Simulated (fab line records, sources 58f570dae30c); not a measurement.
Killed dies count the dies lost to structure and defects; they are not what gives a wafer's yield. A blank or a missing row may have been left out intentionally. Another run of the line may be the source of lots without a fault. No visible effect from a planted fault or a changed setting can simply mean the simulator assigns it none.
Matching of chambers + flow berkeleyCmos170 + UCB170_V2_CMP_02 on cmp-01: 4 sister chambers
The step polishes SiO2. 18 wafers are shown with their chamber, then 9 later ones without.

## EACH WAFER AND ITS CHAMBER
| wafer  | chamber | motorCurrentA (A) |
|--------|---------|-------------------|
| L605.1 | 1       | 16.8              |
| L605.4 | 0       | 15.6              |
| L605.5 | 0       | 16.2              |
| L607.4 | 3       | 15.4              |
| L607.5 | 2       | 16.7              |
| L607.6 | 3       | 16.0              |
| L609.3 | 0       | 15.9              |
| L609.4 | 2       | 16.9              |
| L609.5 | 0       | 15.8              |
| L612.1 | 0       | 15.9              |
| L612.3 | 3       | 16.2              |
| L612.5 | 3       | 15.6              |
| L614.1 | 0       | 15.0              |
| L614.4 | 3       | 15.8              |
| L614.6 | 0       | 15.7              |
| L616.1 | 1       | 16.6              |
| L616.3 | 0       | 15.5              |
| L616.4 | 3       | 15.9              |

SIGNATURES, as means of the wafers listed above
| reading       | chamber 0 | chamber 1 | chamber 2 | chamber 3 | scatter within a chamber |
|---------------|-----------|-----------|-----------|-----------|--------------------------|
| motorCurrentA | 15.700    | 16.700    | 16.800    | 15.817    | 0.308                    |
Rule: a wafer lies at a distance from a chamber equal to the root of the sum of squares, over the readings, of (its reading less the chamber's mean, divided by the reading's scatter). If the next closest chamber is less than 2 further off than the closest, the wafer can't be placed; otherwise it belongs to the closest. The scatter: the root of (the sum of the squares of (reading less its chamber's mean) over the shown wafers, divided by (wafers less chambers)).

## WAFERS WITHOUT THEIR CHAMBER
| wafer  | motorCurrentA (A) |
|--------|-------------------|
| L622.1 | 15.9              |
| L622.2 | 15.5              |
| L622.4 | 15.7              |
| L623.2 | 16.1              |
| L623.3 | 16.8              |
| L623.6 | 16.5              |
| L625.2 | 16.6              |
| L625.4 | 16.6              |
| L625.5 | 16.5              |

## CHAMBER TAKEN BY EACH
| wafer  | from the rows above               | in truth |
|--------|-----------------------------------|----------|
| L622.1 | can't be placed: 3 or 0           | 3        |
| L622.2 | can't be placed: 0 or 3           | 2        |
| L622.4 | can't be placed: 0 or 3           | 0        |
| L623.2 | can't be placed: 3 or 0 or 1 or 2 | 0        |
| L623.3 | can't be placed: 2 or 1           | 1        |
| L623.6 | can't be placed: 1 or 2 or 3 or 0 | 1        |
| L625.2 | can't be placed: 1 or 2           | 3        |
| L625.4 | can't be placed: 1 or 2           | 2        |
| L625.5 | can't be placed: 1 or 2 or 3 or 0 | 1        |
0 of 9 placed correctly. These rows do not allow placing 9 (true chamber among the candidates in 7). Wrongly placed: 0.
